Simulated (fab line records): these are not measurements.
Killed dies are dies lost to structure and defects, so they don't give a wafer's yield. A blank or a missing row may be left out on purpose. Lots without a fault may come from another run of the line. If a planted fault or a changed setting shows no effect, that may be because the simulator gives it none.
fab line records	flow rit-cmos
record lots=14	wafers=42	last-day=7
route steps=202 shown PLDD@123 NLDD@160 SILICIDE@167 CONTACT@179 M1@202
lots with no fault: from the same line, run without faults
start-h: hours from the record's first day to the start of the lot's first wafer shown	wait-h: how many hours have passed since the lot's step before this one	" the same as in the row above	L1.1+2: several wafers, shown together as one row	- value missing, or start not given	* or withheld: withheld	< > ~ a bound
route shown NAME@n: NAME is a module with steps in the file, n the number in the route of the first one	usual: mean/standard deviation taken from wafers without a fault	same: alike in all rows	chamber/n: place in a boat	sites: each site's reading	_std_site: standard deviation of those values	_edge_site: mean of outer sites minus mean of inner sites	radius-mm: for every site, how far away it sits from the centre of the wafer	mask NAME#n: copy n	behind: the last tool/chamber to shape the wafer	hold: reason for holding the lot/hours on hold/outcome of the hold	device: the transistor (n, p or np) that didn't switch	end of line: the tests these same wafers got at the end of their route	where a step has no rows: the recipe by itself	killed: dies lost to structure and defects at the first sort, not the wafer's yield	map: per-die view of a wafer (x killed, . not killed, _ where there is no die)
set.NAME: the run value of the setting; set.NAME@STEP: its run value at that earlier step	model.NAME: the simulator's own value behind a step, which no gauge read
the route's steps for a sample of lots (tables are steps, rows are wafers)
services: from which hour (start-h, from the record's first day; less than 0 if before it) a tool's chamber was out of use, for how many hours, and why
## steps
# step RIT_PLDD_STRIP_09
# recipe chemistry=O2	time-s=180	resist=NOVOLAK	platen-temp-c=withheld	power-w=500	pressure-mtorr=4000	o2-flow-sccm=4000
# usual chamber-pressure-mTorr=4000/3.9	drypump-motor-current-A=5.61/0.2
lot.wafer	tool	chamber	start-h	wait-h	chamber-pressure-mTorr	drypump-motor-current-A	rf-hours-counter-h
L605.2	plasma-asher-01	1	54.13	0.1	3999	5.72	40
L605.4	"	1	"	"	3997	5.73	-
L605.6	"	0	"	"	4000	5.64	-
L607.3	plasma-asher-01	0	56.21	0.1	4002	5.64	-
L607.4	"	1	"	"	3999	5.74	-
L607.5	"	0	"	"	3996	5.65	-
L608.2	plasma-asher-03	0	70.42	0.1	4005	5.65	44
L608.3	"	0	"	"	3999	5.66	-
L608.6	"	0	"	"	3999	5.65	-
L609.4	plasma-asher-01	0	75.23	0.1	3999	5.64	-
L609.5	"	0	"	"	4005	5.63	-
L609.6	"	1	"	"	3999	5.71	-
L610.3	plasma-asher-03	0	77.93	0.1	3995	5.65	-
L610.4	"	1	"	"	3999	5.71	-
L610.5	"	0	"	"	3999	5.67	-
L612.1	plasma-asher-04	0	80.16	0.1	3997	5.72	44
L612.4	"	1	"	"	4001	5.16	-
L612.5	"	1	"	"	3996	5.17	-
L613.3	plasma-asher-04	0	91.26	0.1	4004	5.72	-
L613.4	"	1	"	"	4002	5.17	-
L613.5	"	1	"	"	3993	5.15	-
L614.2	plasma-asher-04	0	93.77	0.1	4002	5.73	45
L614.3	"	1	"	"	4001	5.17	-
L614.4	"	0	"	"	3994	5.73	-
L615.4	plasma-asher-03	0	96.20	0.1	4007	5.65	-
L615.5	"	1	"	"	4000	5.76	-
L615.6	"	0	"	"	3996	5.68	-
L616.1	plasma-asher-04	1	103.02	0.1	4002	5.16	46
L616.2	"	0	"	"	4008	5.71	46
L616.5	"	1	"	"	4008	5.17	-
L618.1	plasma-asher-04	1	112.29	0.1	3999	5.18	48
L618.3	"	0	"	"	4004	5.74	-
L618.5	"	0	"	"	3999	5.72	-
L620.2	plasma-asher-03	1	124.93	0.1	3999	5.75	51
L620.4	"	0	"	"	4002	5.66	-
L620.6	"	1	"	"	4002	5.72	-
L624.3	plasma-asher-04	0	146.15	0.1	4000	5.72	-
L624.4	"	1	"	"	3998	5.18	-
L624.6	"	1	"	"	4000	5.17	-
L626.1	plasma-asher-03	1	162.53	0.1	3993	5.71	54
L626.2	"	0	"	"	3999	5.70	54
L626.6	"	1	"	"	4004	5.74	-
# step RIT_SDANNEAL_RS_MEAS_07
# recipe thk-meas-gauge=four-point-probe
# usual NLDD_RS=151.3/0.53
lot.wafer	tool	chamber	start-h	wait-h	NLDD_RS[ohm/sq]
L605.2	film-metro-03	-	60.97	0.1	151.7
L605.4	"	-	"	"	150.7
L605.6	"	-	"	"	150.9
L607.3	film-metro-04	-	62.96	0.1	152.1
L607.4	"	-	"	"	152.4
L607.5	"	-	"	"	151.8
L608.2	film-metro-04	-	76.92	0.1	150.5
L608.3	"	-	"	"	151.1
L608.6	"	-	"	"	151.8
L609.4	film-metro-01	-	81.62	0.1	151.5
L609.5	"	-	"	"	152.0
L609.6	"	-	"	"	151.2
L610.3	film-metro-03	-	84.57	0.1	151.3
L610.4	"	-	"	"	151.3
L610.5	"	-	"	"	151.2
L612.1	film-metro-03	-	87.02	0.1	150.6
L612.4	"	-	"	"	150.3
L612.5	"	-	"	"	151.0
L613.3	film-metro-04	-	97.90	0.1	151.2
L613.4	"	-	"	"	151.1
L613.5	"	-	"	"	151.3
L614.2	film-metro-03	-	103.07	0.1	151.0
L614.3	"	-	"	"	150.5
L614.4	"	-	"	"	150.5
L615.4	film-metro-04	-	103.29	0.1	150.8
L615.5	"	-	"	"	151.7
L615.6	"	-	"	"	151.5
L616.1	film-metro-01	-	109.51	0.1	151.3
L616.2	"	-	"	"	151.1
L616.5	"	-	"	"	151.5
L618.1	film-metro-01	-	119.54	0.1	151.8
L618.3	"	-	"	"	151.7
L618.5	"	-	"	"	151.6
L620.2	film-metro-04	-	131.85	0.1	152.0
L620.4	"	-	"	"	152.5
L620.6	"	-	"	"	150.8
L624.3	film-metro-01	-	152.98	0.1	151.3
L624.4	"	-	"	"	151.2
L624.6	"	-	"	"	151.4
L626.1	film-metro-04	-	169.36	0.1	151.1
L626.2	"	-	"	"	150.5
L626.6	"	-	"	"	150.9
# step RIT_SILICIDE_RTA_06
# recipe temp-c=750	time-s=10	idle-temp-c=25	ramp-up-s=5	ramp-down-s=10	cool-to-c=25	ambient=N2
# usual wafer_temp_C_max=753.4/1.1
lot.wafer	tool	chamber	start-h	wait-h	wafer_temp_C_max
L605.2	rtp-anneal-01	0	61.54	0.0	753.8
L605.4	"	0	"	"	753.6
L605.6	"	0	"	"	753.6
L607.3	rtp-anneal-01	0	63.52	0.0	753.9
L607.4	"	0	"	"	755.5
L607.5	"	0	"	"	753.2
L608.2	rtp-anneal-02	0	77.49	0.0	752.3
L608.3	"	0	"	"	752.3
L608.6	"	0	"	"	752.8
L609.4	rtp-anneal-01	0	82.17	0.0	753.8
L609.5	"	0	"	"	754.3
L609.6	"	0	"	"	753.8
L610.3	rtp-anneal-01	0	85.13	0.0	753.2
L610.4	"	0	"	"	754.4
L610.5	"	0	"	"	753.9
L612.1	rtp-anneal-02	0	87.59	0.0	752.0
L612.4	"	0	"	"	752.6
L612.5	"	0	"	"	751.8
L613.3	rtp-anneal-01	0	98.45	0.0	754.9
L613.4	"	0	"	"	754.4
L613.5	"	0	"	"	754.3
L614.2	rtp-anneal-01	0	103.63	0.0	754.1
L614.3	"	0	"	"	754.0
L614.4	"	0	"	"	755.6
L615.4	rtp-anneal-01	0	103.83	0.0	754.1
L615.5	"	0	"	"	754.5
L615.6	"	0	"	"	753.1
L616.1	rtp-anneal-02	0	110.10	0.0	753.3
L616.2	"	0	"	"	752.5
L616.5	"	0	"	"	752.5
L618.1	rtp-anneal-02	0	120.15	0.0	752.9
L618.3	"	0	"	"	753.7
L618.5	"	0	"	"	753.0
L620.2	rtp-anneal-02	0	132.41	0.0	752.6
L620.4	"	0	"	"	752.0
L620.6	"	0	"	"	751.7
L624.3	rtp-anneal-02	0	153.53	0.0	692.1
L624.4	"	0	"	"	692.7
L624.6	"	0	"	"	692.5
L626.1	rtp-anneal-02	0	169.95	0.0	693.1
L626.2	"	0	"	"	692.7
L626.6	"	0	"	"	692.6
# step RIT_CONTACT_ETCH_11
# recipe target-depth-a=4800	over-etch-frac=0.2	stop-on=TiSi2	chemistry=CHF3/CF4/Ar	target=SiO2	CHF3_flow_sccm=50	cf4-flow-sccm=10	Ar_flow_sccm=100	O2_flow_sccm=5	pressure-mtorr=100	rf-w=200	time-s=320
# usual chamber-pressure-mTorr=100.02/0.082	drypump-motor-current-A=5.7/0.48	oes-product-au=0.988/0.012	throttle-valve-pct=8.93/0.12
lot.wafer	tool	chamber	start-h	wait-h	chamber-pressure-mTorr	drypump-motor-current-A	oes-product-au	rf-hours-counter-h	throttle-valve-pct
L605.2	rie-diel-03	1	62.99	0.1	100.07	5.3	1.004	83	9.14
L605.4	"	2	"	"	100.02	6.6	0.974	158	9.04
L605.6	"	3	"	"	99.91	5.5	0.994	-	8.90
L607.3	rie-diel-02	0	65.07	0.1	99.97	6.1	0.974	84	8.95
L607.4	"	3	"	"	99.91	5.7	0.977	7	8.72
L607.5	"	0	"	"	99.88	6.1	0.972	-	8.94
L608.2	rie-diel-04	2	79.09	0.1	100.17	6.0	0.990	134	8.78
L608.3	"	0	"	"	99.98	6.5	1.001	137	8.86
L608.6	"	0	"	"	99.99	6.4	1.002	-	8.87
L609.4	rie-diel-03	0	83.98	0.1	100.01	5.2	0.963	156	8.93
L609.5	"	3	"	"	99.98	5.5	0.987	-	8.88
L609.6	"	2	"	"	100.08	6.6	0.982	-	9.04
L610.3	rie-diel-04	1	86.68	0.1	100.00	5.7	0.970	8	9.07
L610.4	"	0	"	"	100.08	6.4	1.001	137	8.86
L610.5	"	0	"	"	100.10	6.4	0.999	-	8.86
L612.1	rie-diel-03	3	89.04	0.1	100.11	5.5	0.996	53	8.91
L612.4	"	1	"	"	100.26	5.3	1.011	83	9.13
L612.5	"	3	"	"	100.09	5.5	0.994	-	8.87
L613.3	rie-diel-04	3	99.88	0.1	100.03	5.2	0.985	67	8.86
L613.4	"	1	"	"	100.06	5.6	0.972	8	9.08
L613.5	"	1	"	"	100.23	5.6	0.981	-	9.08
L614.2	rie-diel-03	0	105.22	0.1	100.01	5.2	0.979	156	8.91
L614.3	"	1	"	"	99.97	5.3	1.002	83	9.13
L614.4	"	1	"	"	99.96	5.3	1.002	-	9.12
L615.4	rie-diel-04	3	105.38	0.1	100.08	5.2	0.988	67	8.87
L615.5	"	2	"	"	100.06	6.0	0.993	-	8.78
L615.6	"	3	"	"	100.13	5.2	0.991	-	8.87
L616.1	rie-diel-03	3	111.55	0.1	100.06	5.5	0.998	54	8.91
L616.2	"	1	"	"	100.08	5.3	1.004	83	9.13
L616.5	"	0	"	"	99.96	5.1	0.966	-	8.92
L618.1	rie-diel-02	0	121.60	0.1	100.00	6.1	0.973	85	8.96
L618.3	"	1	"	"	100.04	5.4	0.987	105	8.84
L618.5	"	3	"	"	100.16	5.7	0.982	-	8.73
L620.2	rie-diel-03	1	133.85	0.1	99.92	5.3	1.004	84	9.14
L620.4	"	2	"	"	99.99	6.6	0.982	-	9.04
L620.6	"	1	"	"	99.98	5.3	1.012	-	9.12
L624.3	rie-diel-03	1	155.09	0.1	100.05	5.3	1.015	85	9.12
L624.4	"	0	"	"	99.94	5.2	0.994	0	8.89
L624.6	"	3	"	"	99.92	5.4	0.995	-	8.90
L626.1	rie-diel-03	0	171.52	0.1	100.15	5.2	0.987	1	8.90
L626.2	"	3	"	"	100.08	5.5	0.993	55	8.89
L626.6	"	0	"	"	99.90	5.2	0.992	-	8.90
# step RIT_M1_PROBE_99
# usual killed_at_M0_to_M3=0.0/0.2	killed-at-contacts=0.1/0.31	killed-at-front-end=7/3	killed-dies=7/3	killed-open=3.8/2.1	killed-short=3.6/1.9
# same gross-dies=264	killed_at_M4_up=0	killed-at-back-side=0	killed-at-other=0
lot.wafer	tool	chamber	start-h	wait-h	killed_at_M0_to_M3	killed-at-contacts	killed-at-front-end	killed-dies	killed-open	killed-short
L608.2	prober-02	-	84.18	0.1	0	0	11	11	5	6
L608.3	prober-02	-	84.23	0.2	0	1	8	9	6	3
L608.6	prober-02	-	84.38	0.2	0	0	10	10	8	2
L613.3	prober-01	-	105.10	0.2	0	0	8	8	2	6
L613.4	prober-01	-	105.15	0.2	1	1	8	10	5	5
L613.5	prober-01	-	105.20	0.2	0	0	6	6	4	2
L614.2	prober-02	-	110.35	0.1	1	0	7	8	5	3
L614.3	prober-02	-	110.40	0.2	0	0	6	6	1	5
L614.4	prober-02	-	110.45	0.2	0	0	5	5	2	3
L618.1	prober-02	-	127.16	0.1	0	0	4	4	1	2
L618.3	prober-02	-	127.26	0.2	0	0	5	5	1	4
L618.5	prober-02	-	127.36	0.2	0	0	8	8	4	4
L620.2	prober-02	-	139.06	0.1	0	1	3	4	2	2
L620.4	prober-02	-	139.16	0.2	0	0	7	7	4	3
L620.6	prober-02	-	139.26	0.2	0	1	4	5	5	0
L624.3	prober-02	-	160.44	0.2	0	0	6	6	3	3
L624.4	prober-02	-	160.49	0.2	0	0	6	6	3	3
L624.6	prober-02	-	160.59	0.2	0	0	3	3	2	1
L626.1	prober-02	-	176.50	0.1	0	0	2	2	1	1
L626.2	prober-02	-	176.55	0.1	0	0	7	7	4	3
L626.6	prober-02	-	176.75	0.2	0	0	7	7	1	6
# killed by level:class
L608.2 FOX2:geometric-particle:short=2 GATE:geometric-particle:open=2 REOX:geometric-particle:short=2 FOX1:geometric-particle:short=1 FOX2:geometric-particle:open=1 REOX:geometric-particle:open=1 SPACER:geometric-particle:open=1 SILICIDE:geometric-particle:short=1
L608.3 GATE:geometric-particle:open=4 SILICIDE:geometric-particle:open=1 FOX2:geometric-particle:short=1 REOX:geometric-particle:short=1 SPACER:geometric-particle:open=1 CONTACT:geometric-particle:short=1
L608.6 GATE:geometric-particle:open=3 SPACER:geometric-particle:open=3 REOX:geometric-particle:open=2 FOX1:geometric-particle:short=1 GATE:geometric-particle:short=1
L613.3 FOX2:geometric-particle:short=2 GATE:geometric-particle:short=2 REOX:geometric-particle:short=2 FOX2:geometric-particle:open=1 GATE:geometric-particle:open=1
L613.4 FOX2:geometric-particle:short=2 FOX2:geometric-particle:open=2 GATE:geometric-particle:open=1 GATE:geometric-particle:short=1 SPACER:geometric-particle:open=1 SILICIDE:geometric-particle:short=1 CONTACT:geometric-particle:open=1 M1:geometric-particle:short=1
L613.5 GATE:geometric-particle:open=3 GATE:geometric-particle:short=2 FOX1:geometric-particle:open=1
L614.2 REOX:geometric-particle:short=2 FOX2:geometric-particle:open=1 GATE:geometric-particle:open=1 REOX:geometric-particle:open=1 SPACER:geometric-particle:open=1 SILICIDE:geometric-particle:open=1 M1:geometric-particle:short=1
L614.3 GATE:geometric-particle:short=3 SPACER:geometric-particle:short=2 GATE:geometric-particle:open=1
L614.4 SPACER:geometric-particle:short=2 GATE:geometric-particle:short=1 GATE:geometric-particle:open=1 SPACER:geometric-particle:open=1
L618.1 FOX1:geometric-particle:short=1 GATE:geometric-particle:short=1 SILICIDE:geometric-particle:open=1 PWELL:coat-microbubble-printed=1
L618.3 GATE:geometric-particle:short=2 FOX1:geometric-particle:short=1 REOX:geometric-particle:open=1 SILICIDE:geometric-particle:short=1
L618.5 REOX:geometric-particle:open=2 SILICIDE:geometric-particle:short=2 SILICIDE:geometric-particle:open=2 GATE:geometric-particle:short=1 SPACER:geometric-particle:short=1
L620.2 FOX1:geometric-particle:short=1 GATE:geometric-particle:open=1 SILICIDE:geometric-particle:open=1 CONTACT:geometric-particle:short=1
L620.4 GATE:geometric-particle:open=2 FOX1:geometric-particle:open=1 FOX2:geometric-particle:short=1 GATE:geometric-particle:short=1 REOX:geometric-particle:short=1 SPACER:geometric-particle:open=1
L620.6 FOX2:geometric-particle:open=2 GATE:geometric-particle:open=1 SPACER:geometric-particle:open=1 CONTACT:geometric-particle:open=1
L624.3 SILICIDE:geometric-particle:open=2 SILICIDE:geometric-particle:short=2 REOX:geometric-particle:short=1 SPACER:geometric-particle:open=1
L624.4 GATE:geometric-particle:open=2 GATE:geometric-particle:short=2 FOX1:geometric-particle:open=1 FOX1:geometric-particle:short=1
L624.6 SPACER:geometric-particle:open=2 SPACER:geometric-particle:short=1
L626.1 GATE:geometric-particle:open=1 GATE:geometric-particle:short=1
L626.2 GATE:geometric-particle:open=3 REOX:geometric-particle:short=2 GATE:geometric-particle:short=1 REOX:geometric-particle:open=1
L626.6 GATE:geometric-particle:short=3 FOX1:geometric-particle:short=1 FOX2:geometric-particle:short=1 GATE:geometric-particle:open=1 SILICIDE:geometric-particle:short=1
## services
tool	chamber	start-h	hours	kind
rie-diel-04	1	45.30	9.2	repair
rie-diel-03	-	52.23	0.3	repair
rie-diel-04	-	55.87	0.1	repair
rie-diel-04	2	60.95	3.0	repair
plasma-asher-04	-	63.69	2.8	pm
rie-diel-04	3	73.97	6.3	repair
plasma-asher-01	-	89.30	3.2	repair
rie-diel-03	2	101.33	-	clean
rie-diel-03	2	101.33	17.3	scheduled-down
rie-diel-03	2	101.33	17.3	vent-cycle
plasma-asher-01	-	108.80	9.0	pm
plasma-asher-01	0	108.80	9.0	vent-cycle
plasma-asher-01	1	108.80	9.0	vent-cycle
rie-diel-04	2	114.54	8.5	repair
plasma-asher-01	0	117.80	-	clean
plasma-asher-01	1	117.80	-	clean
rie-diel-03	-	121.34	2.8	pm
rie-diel-03	0	124.09	-	clean
rie-diel-03	0	124.09	22.8	scheduled-down
rie-diel-03	0	124.09	22.8	vent-cycle
## key
first-sign step=RIT_SILICIDE_RTA_06	reading=wafer_temp_C_max	direction=down	sigmas=57	usual=*	struck=*
effect none on later readings
met-at RIT_SILICIDE_RTA_06
struck-lots L624,L626
tester-left-out L624,L626
not-acting-at RIT_PLDD_STRIP_09,RIT_SDANNEAL_RS_MEAS_07,RIT_CONTACT_ETCH_11
onset-between 132.41 153.53
fault kind=process-parameter-drift	tool=rtp-anneal-02	chamber=-	onset-h=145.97	steps=RIT_SILICIDE_RTA_06	channel=temp-c	offset=*	shape=step	end-h=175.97	acts-in=*	stated=*
# tester-left-out: of these lots the tester's yield and bins aren't shown, on N5 and GAA mostly nor the transistor test; their killed dies are dies lost to structure and defects alone, not to doping, threshold or leakage, so they don't give the yield
